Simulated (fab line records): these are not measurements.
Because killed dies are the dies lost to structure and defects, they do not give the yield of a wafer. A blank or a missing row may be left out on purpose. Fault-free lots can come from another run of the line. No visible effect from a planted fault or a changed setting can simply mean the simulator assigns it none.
A struck lot beside a sound one :: flow rit-cmos :: 17 out of 202 route steps
Sound: wafers L758.1, L758.2, L758.4. Struck: wafers L767.1, L767.5, L767.6. The cause is named last.
At each step with rows: each side's tool, then ch and its chambers, then its first start. Under that, the readings that differ: sound wafers :: struck wafers :: difference of the means :: sigmas: that difference in standard deviations of wafers without a fault.
alike: a reading whose means differ by less than 2 such deviations, as well as words and numbers matching on both sides. not compared: withheld readings; readings where some wafer has no value; bounds like >300 that might hide an equal value; numbers whose values overlap and for which the record gives no deviation.
A row with sigmas, a row that says differs or no value, or rows on one side alone: a step with any of these is where the two part. Non-overlapping numbers with no deviation appear without sigmas and do not part them. Lack of a reading on every wafer of one side parts them only where that side has two or more wafers.

first, 1 step without rows for these wafers: RIT_PSD_IMPLANT_08.
RIT_PSD_STRIP_09: strips in O2, time 180 s.
  sound on plasma-asher-03 ch 0,1, day 5 11:13; struck on plasma-asher-03 ch 0,1, day 7 07:57
  alike: drypump-motor-current-A
  not compared: rf-hours-counter-h
RIT_PSD_TW_MEAS_10:
  struck on film-metro-01, day 7 08:08; sound on film-metro-03, day 5 11:23
  alike: PSD_TW
then, 3 steps without rows for these wafers: RIT_SDANNEAL_CLEAN_00 (cleans in SC1, time 600 s); RIT_SDANNEAL_CLEAN_01 (cleans in dHF, time 30 s); RIT_SDANNEAL_CLEAN_02 (cleans in SC2, time 600 s).
RIT_SDANNEAL_RTA_03: time 5 s.
  sound on rtp-anneal-01 ch 0, day 5 11:50; struck on rtp-anneal-02 ch 0, day 7 08:33
  alike: wafer_temp_C_max
RIT_SDANNEAL_RS_MEAS_04: measures by four-point-probe.
  struck on film-metro-01, day 7 08:37; sound on film-metro-01, day 5 11:53
  alike: PSD_RS
RIT_SDANNEAL_RS_MEAS_05: measures by four-point-probe.
  struck on film-metro-01, day 7 08:44; sound on film-metro-01, day 5 12:01
  alike: NSD_RS
RIT_SDANNEAL_RS_MEAS_06: measures by four-point-probe.
  struck on film-metro-01, day 7 08:51; sound on film-metro-01, day 5 12:08
  alike: PLDD_RS
RIT_SDANNEAL_RS_MEAS_07: measures by four-point-probe.
  struck on film-metro-01, day 7 08:58; sound on film-metro-01, day 5 12:15
  alike: NLDD_RS
then, 1 step without rows for these wafers: RIT_SILICIDE_WET_ETCH_00 (etches SiO2 in BOE, target depth 14 nm, time 15 s).
RIT_SILICIDE_SPUTTER_01: material Ti, target thk 30 nm, time 240 s.
  struck on pvd-sputter-04, day 7 09:07; sound on pvd-sputter-02, day 5 12:23
  no value came back on the struck wafers for cathode-dc-power-W (W), chamber-pressure-pa (Pa), throttle-valve-pct (%), time-s (s); on the sound wafers cathode-dc-power-W (W) reads 349.97 349.94 349.99
RIT_SILICIDE_RS_MEAS_02: measures by four-point-probe.
  struck on film-metro-04, day 7 09:16; sound on film-metro-02, day 5 12:32
reading: SILICIDE_TI_RS (ohm/sq)
sound: 47.4 48.8 47.4
struck: - - -
difference: no value on the struck wafers
sigmas: 
RIT_SILICIDE_THK_MEAS_03: measures by xrf.
  struck on film-metro-04, day 7 09:23; sound on film-metro-02, day 5 12:39
reading: SILICIDE_TI_THK (nm)
sound: 30.5 29.8 30.3
struck: <0.0 <0.0 <0.0
difference: differs
sigmas: 
RIT_SILICIDE_RTA_04: time 10 s, ramp up 5 s, ramp down 5 s.
  sound on rtp-anneal-02 ch 0, day 5 12:43; struck on rtp-anneal-01 ch 0, day 7 09:26
  alike: wafer_temp_C_max
RIT_M1_PROBE_99:
  struck on prober-02, day 7 16:13; sound on prober-02, day 5 20:53
reading: killed-at-front-end
sound: 6 7 9
struck: 263 264 264
difference: +256
sigmas: +88

reading: killed-dies
sound: 6 7 9
struck: 264 264 264
difference: +257
sigmas: +89

reading: killed-on-rim
sound: 1 1 1
struck: 70 70 70
difference: +69
sigmas: +53
  alike: killed-at-contacts, killed-open, killed-short

== WHERE THEY PART ==
At RIT_SILICIDE_SPUTTER_01 first; at RIT_M1_PROBE_99 last (within this record only).

WHY: the cause the simulator had injected
Entire step skipped (pvd-sputter-04, RIT_SILICIDE_SPUTTER_01), from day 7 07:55 onward. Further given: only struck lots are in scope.
